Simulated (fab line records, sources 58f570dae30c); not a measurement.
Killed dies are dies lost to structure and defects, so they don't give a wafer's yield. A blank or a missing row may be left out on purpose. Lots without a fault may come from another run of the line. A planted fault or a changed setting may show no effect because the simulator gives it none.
Split-lot experiment | flow berkeley_cmos170 | 5 lots, 23 wafers read, on a route of 331 steps

THE SPLIT
At UCB170_V2_EXPOSE_09 (exposes mask VIA2, target cd 700 nm), the setting dose_mj was moved away from the recipe's 37 on 5 of the 23 wafers read, by +6.4% to +6.5%. The other wafers ran this setting at the recipe's value.

FROM THE SPLIT TO THE READING: what the file shows between them, 5 steps
- UCB170_V2_PEB_10
- UCB170_V2_DEVELOP_11: develop time 45 s
- UCB170_V2_CD_MEAS_12: target cd 700 nm
- UCB170_V2_ETCH_14: etches SiO2 in CHF3/CF4/Ar, stops on Al, target depth 1250 nm, time 291 s
- UCB170_V2_STRIP_15: strips in O2

THE READING
cd_nm, in nm, at UCB170_V2_CD_MEAS_90 (target cd 700 nm). Fault-free wafers of this fab line usually give 700.1 nm, standard deviation 1.5 nm.

wafer  | tool, chamber at the split | dose_mj as run | against the recipe | cd_nm, nm | against lot-mates on the recipe
L075.1 | krf_scanner-02, 0          | 37             | recipe             | 701.7     | -
L075.2 | krf_scanner-02, 0          | 39.4           | +6.5%              | 712.1     | +10.3
L075.3 | krf_scanner-02, 0          | 39.4           | +6.5%              | 710.9     | +9.1
L075.5 | krf_scanner-02, 0          | 39.4           | +6.5%              | 710.5     | +8.7
L075.6 | krf_scanner-02, 0          | 37             | recipe             | 701.9     | -
L080.1 | krf_scanner-02, 0          | 37             | recipe             | 699.7     | -
L080.2 | krf_scanner-02, 0          | 37             | recipe             | 698.0     | -
L080.3 | krf_scanner-02, 0          | 37             | recipe             | 697.1     | -
L080.5 | krf_scanner-02, 0          | 37             | recipe             | 698.4     | -
L080.6 | krf_scanner-02, 0          | 37             | recipe             | 699.0     | -
L077.2 | krf_scanner-01, 0          | 37             | recipe             | 700.0     | -
L077.3 | krf_scanner-01, 0          | 37             | recipe             | 700.5     | -
L077.4 | krf_scanner-01, 0          | 39.36          | +6.4%              | 711.5     | +11.1
L077.5 | krf_scanner-01, 0          | 37             | recipe             | 700.7     | -
L077.6 | krf_scanner-01, 0          | 39.36          | +6.4%              | 712.1     | +11.7
L083.1 | krf_scanner-02, 0          | 37             | recipe             | 700.3     | -
L083.3 | krf_scanner-02, 0          | 37             | recipe             | 700.9     | -
L083.4 | krf_scanner-02, 0          | 37             | recipe             | 699.4     | -
L085.2 | krf_scanner-02, 0          | 37             | recipe             | 699.6     | -
L085.3 | krf_scanner-02, 0          | 37             | recipe             | 700.2     | -
L085.4 | krf_scanner-02, 0          | 37             | recipe             | 699.4     | -
L085.5 | krf_scanner-02, 0          | 37             | recipe             | 701.1     | -
L085.6 | krf_scanner-02, 0          | 37             | recipe             | 701.9     | -

THE FIT
A straight line over all 23 wafers: cd_nm changes by +1.77 nm for each +1% of dose_mj; r = +0.97; the points scatter about the line by 1.2 nm.
The same after taking each lot's own level away (the mean of its wafers on the recipe; 23 wafers): +1.58 nm for each +1%; r = +0.98; scatter 0.9 nm.
On that fit, the largest move of dose_mj shifts the reading by 10 nm.
The lots' own levels span 698.44 to 701.80 nm, that is 2.2 times the standard deviation above.
So the lot-to-lot level changes the slope: the two fits differ.
Check: with one of the wafers moved furthest among these (+6.5%) left out of the fit, the line predicts +10.2 nm for it against its lot-mates. It came out at +10.3 nm against them.

OTHER SPLITS ON THESE WAFERS
These wafers also went through other splits before the reading. Each is held against what the fit with the lots' levels taken away leaves over:
other split on the same wafers         | wafers away from the commonest value | r with cd_nm (lot level and that fit taken away)
UCB170_V1_EXPOSE_09 dose_mj            | 5                                    | +0.16
UCB170_M2_COAT_05 resist_thk_nm        | 4                                    | +0.46
UCB170_M2_METAL_ETCH_18 over_etch_frac | 8                                    | -0.17

THE WHOLE CHAIN: every reading that the file lists as answering this split, in the file's order
step                 | what it does                                                              | reading                                                   | change (the file's fit)              | r (the file's)
UCB170_V2_CD_MEAS_12 | target cd 700 nm                                                          | cd_nm                                                     | +1.56 nm for each +1% of the setting | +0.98
UCB170_V2_ETCH_14    | etches SiO2 in CHF3/CF4/Ar, stops on Al, target depth 1250 nm, time 291 s | V2.cd_nm (the simulator's own value, which no gauge read) | +1.63 nm for each +1% of the setting | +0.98
UCB170_V2_CD_MEAS_90 | target cd 700 nm                                                          | cd_nm                                                     | +1.62 nm for each +1% of the setting | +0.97

THE FILE'S OWN FIT
cd_nm changes by +1.62 nm for each +1% of dose_mj, r = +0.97.
